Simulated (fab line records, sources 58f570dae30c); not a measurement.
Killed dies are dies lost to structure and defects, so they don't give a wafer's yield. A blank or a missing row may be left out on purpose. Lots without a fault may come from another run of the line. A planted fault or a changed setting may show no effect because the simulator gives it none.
Which tool did it? | flow berkeley_cmos170 | 6 lots, 18 wafers sampled, at 2 steps of a route of 331

WHAT THE GAUGES READ, wafer by wafer
UCB170_CONTACT_CD_MEAS_15: target cd 700 nm.
lot  | measured     | on        | cd_nm (nm)
L129 | day 7 07:25  | cd_sem-01 | 699.9 699.4 699.1
L132 | day 7 19:46  | cd_sem-02 | 701.7 702.1 701.4
L134 | day 8 02:03  | cd_sem-01 | 700.5 700.3 701.4
L136 | day 8 12:41  | cd_sem-02 | 699.1 702.1 702.2
L140 | day 9 10:29  | cd_sem-02 | 700.6 700.0 700.9
L148 | day 10 20:30 | cd_sem-02 | 700.4 699.4 700.3

WHICH TOOL RAN EACH LOT (tool, then ch and the chambers of the sampled wafers, then the start)
lot  | UCB170_CONTACT_EXPOSE_12
L129 | krf_scanner-02 ch 0, day 7 06:56
L132 | krf_scanner-01 ch 0, day 7 18:57
L134 | krf_scanner-01 ch 0, day 8 01:40
L136 | krf_scanner-02 ch 0, day 8 11:55
L140 | krf_scanner-01 ch 0, day 9 10:06
L148 | krf_scanner-02 ch 0, day 10 20:01
- UCB170_CONTACT_EXPOSE_12: exposes mask CONT, target cd 700 nm.

THE ANSWER, worked out from the rows above alone
Rule: what is usual is taken from the lots themselves. Put in order of their means at a reading, lots are off if they are a third of the lots or fewer, leave a main group of 4 or more, and stand apart from it by a gap of 3 or more times the standard deviation of the main group's means; of several such gaps the widest counts. A main group whose means are all the same, to the digits that the tables above print for the reading, isn't used. A lot without any number at a reading at which 4 lots or more have one is off too. The other lots that the step has rows for count as sound.
No lot is off at any reading shown: from this, nothing can be told.

WHAT THE SIMULATOR HAD PUT IN
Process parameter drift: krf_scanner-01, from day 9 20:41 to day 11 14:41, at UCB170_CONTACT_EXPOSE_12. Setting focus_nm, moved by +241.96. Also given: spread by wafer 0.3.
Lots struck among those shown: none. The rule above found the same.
